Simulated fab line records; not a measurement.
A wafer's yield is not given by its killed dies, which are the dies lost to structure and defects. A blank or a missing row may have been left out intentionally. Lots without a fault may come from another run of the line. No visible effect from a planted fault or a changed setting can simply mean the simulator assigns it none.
Matching of chambers :: flow berkeley cmos170 :: 4 sister chambers for UCB170_GATE_ETCH_15 on rie si-02
The step etches poly-Si in HBr/Cl2, stops on SiO2, time 56.3 s, target depth 278.2 nm. 16 wafers are shown with their chamber, then 8 later ones without.

WAFERS PAIRED WITH THEIR CHAMBERS
wafer: L103.3
chamber: 2
throttle valve pct (%): 26.24
oes product au (a.u.): 0.841

wafer: L103.5
chamber: 0
throttle valve pct (%): 26.58
oes product au (a.u.): 0.829

wafer: L103.6
chamber: 2
throttle valve pct (%): 26.26
oes product au (a.u.): 0.840

wafer: L104.1
chamber: 3
throttle valve pct (%): 26.64
oes product au (a.u.): 0.850

wafer: L104.2
chamber: 0
throttle valve pct (%): 26.57
oes product au (a.u.): 0.830

wafer: L104.5
chamber: 0
throttle valve pct (%): 26.60
oes product au (a.u.): 0.836

wafer: L106.1
chamber: 3
throttle valve pct (%): 26.65
oes product au (a.u.): 0.838

wafer: L106.2
chamber: 2
throttle valve pct (%): 26.27
oes product au (a.u.): 0.843

wafer: L106.5
chamber: 2
throttle valve pct (%): 26.24
oes product au (a.u.): 0.838

wafer: L115.4
chamber: 0
throttle valve pct (%): 26.59
oes product au (a.u.): 0.831

wafer: L115.5
chamber: 1
throttle valve pct (%): 26.58
oes product au (a.u.): 0.836

wafer: L115.6
chamber: 0
throttle valve pct (%): 26.59
oes product au (a.u.): 0.831

wafer: L119.2
chamber: 1
throttle valve pct (%): 26.58
oes product au (a.u.): 0.836

wafer: L119.4
chamber: 2
throttle valve pct (%): 26.26
oes product au (a.u.): 0.851

wafer: L119.6
chamber: 0
throttle valve pct (%): 26.59
oes product au (a.u.): 0.830

wafer: L118.2
chamber: 1
throttle valve pct (%): 26.56
oes product au (a.u.): 0.831

SIGNATURES, as means of the wafers listed above
reading: throttle valve pct
chamber 0: 26.5867
chamber 1: 26.5733
chamber 2: 26.2540
chamber 3: 26.6450
scatter within a chamber: 0.0114

reading: oes product au
chamber 0: 0.83117
chamber 1: 0.83433
chamber 2: 0.84260
chamber 3: 0.84400
scatter within a chamber: 0.00429
Rule: for each reading, subtract the chamber's mean from the wafer's reading, divide by that reading's scatter and square the result; add these up over the readings and take the root, which gives the wafer's distance from the chamber. The wafer belongs to the nearest chamber; if the next one is less than 2 further off, it can't be placed. How the scatter is found: for the shown wafers, subtract from each reading the mean of its chamber, square and add these, divide the total by (wafers less chambers), then take the root.

WAFERS WHOSE CHAMBER IS MISSING
wafer: L118.4
throttle valve pct (%): 26.65
oes product au (a.u.): 0.833

wafer: L118.5
throttle valve pct (%): 26.67
oes product au (a.u.): 0.829

wafer: L122.1
throttle valve pct (%): 26.66
oes product au (a.u.): 0.835

wafer: L122.2
throttle valve pct (%): 26.24
oes product au (a.u.): 0.817

wafer: L122.5
throttle valve pct (%): 26.25
oes product au (a.u.): 0.822

wafer: L123.3
throttle valve pct (%): 26.56
oes product au (a.u.): 0.833

wafer: L123.5
throttle valve pct (%): 26.57
oes product au (a.u.): 0.838

wafer: L123.6
throttle valve pct (%): 26.56
oes product au (a.u.): 0.835

EACH ONE'S CHAMBER
wafer: L118.4
from the rows above: 3
in truth: 3

wafer: L118.5
from the rows above: 3
in truth: 3

wafer: L122.1
from the rows above: 3
in truth: 3

wafer: L122.2
from the rows above: 2
in truth: 2

wafer: L122.5
from the rows above: 2
in truth: 2

wafer: L123.3
from the rows above: can't be placed: 1 or 0
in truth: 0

wafer: L123.5
from the rows above: can't be placed: 1 or 0
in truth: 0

wafer: L123.6
from the rows above: can't be placed: 1 or 0
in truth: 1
Placed correctly: 5 of 8. From these rows, 3 cannot be placed; in 3 the true chamber is one of the candidates. Placed wrongly: 0.
